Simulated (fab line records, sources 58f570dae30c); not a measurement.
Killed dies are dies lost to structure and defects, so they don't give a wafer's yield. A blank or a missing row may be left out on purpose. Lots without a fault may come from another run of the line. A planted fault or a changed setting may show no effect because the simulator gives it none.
Problem report in the 8D (eight disciplines) form, filled by code | flow berkeley_cmos170 | the parts of the form that need people (team, actions taken, sign-off) are left out

1. THE PROBLEM
GATE_OXIDE_THK at UCB170_GATE_THK_MEAS_02 reads a mean of 10.40 nm on 6 wafers of 2 lots; wafers without a fault read 6.61 nm with a standard deviation of 0.11. That is +34 standard deviations from the usual mean.
First seen on wafer L511.2, day 9 04:34, on film_metro-01. The record holds 42 wafers of 14 lots with a number at this step. Rule for "out", or "out of limits": more than 4 standard deviations from the usual mean. The other wafers with a number count as sound.

2. WHAT IT IS AND WHAT IT IS NOT
question                    | is                           | is not
which readings at this step | GATE_OXIDE_THK               | -
which lots                  | L510, L511                   | L506, L507, L508, L509, L512, L513, L516, L520, L521, L522, L523, L524
which wafers of those lots  | all that have a number       | -
read on which gauges        | film_metro-01, film_metro-03 | film_metro-02
when                        | from day 9 04:34             | up to then (12 sound wafers); but 24 sound wafers of L512, L513, L516, L520, L521, L522, L523, L524 came after

3. SUSPECTS, AND WHAT RULES EACH OUT
Counting: a tool at a process step up to the reading stays a suspect if it ran every lot that is out and no sound lot after the first of them.
- the gauge at UCB170_GATE_THK_MEAS_02: ruled out. The wafers that are out were read on 2 gauges (film_metro-01, film_metro-03).
- furnace-01 at UCB170_GATE_OXIDATION_01 (target thk 6.6 nm, ox time 1800 s): kept. It ran every lot that is out, first L510 (day 9 03:04), and no sound lot after that; its last sound lot up to then is L507 (day 8 15:41).
Left after counting: furnace-01 at UCB170_GATE_OXIDATION_01.

4. THE CAUSE (what the simulator had put in)
Process parameter drift: furnace-01, from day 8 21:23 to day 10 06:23, at UCB170_GATE_OXIDATION_01. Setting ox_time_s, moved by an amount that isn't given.
Counting left only this tool.

5. THE CHAIN OF EFFECTS, in route order
Each row: a reading whose mean over the struck wafers that have a number lies more than 3 standard deviations from the usual. Only readings for which the record gives a usual standard deviation are gone through. hours: the time from each lot's start at the first step in this table that gives one to its start at this step, as a median over the lots. sigmas: the change in usual standard deviations.
hours | step                    | reading        | usual   | on struck wafers | change | sigmas
0     | UCB170_GATE_THK_MEAS_02 | GATE_OXIDE_THK | 6.61 nm | 10.40            | +3.79  | +34
Later measuring or inspecting steps at which every struck wafer that the step has a row for has a number for every such reading, and none has moved that far: UCB170_SILICIDE_RS_MEAS_02, UCB170_M2_RS_MEAS_02.

6. WHAT WOULD HAVE CAUGHT IT SOONER
In this record the first reading out of limits at a measuring or inspecting step was taken at day 9 04:34, 7 hours after the fault began at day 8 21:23.
All the lots that are out (2) had begun UCB170_GATE_OXIDATION_01 on furnace-01 by day 9 04:34. A hold on the tool at that time would have spared none of them.
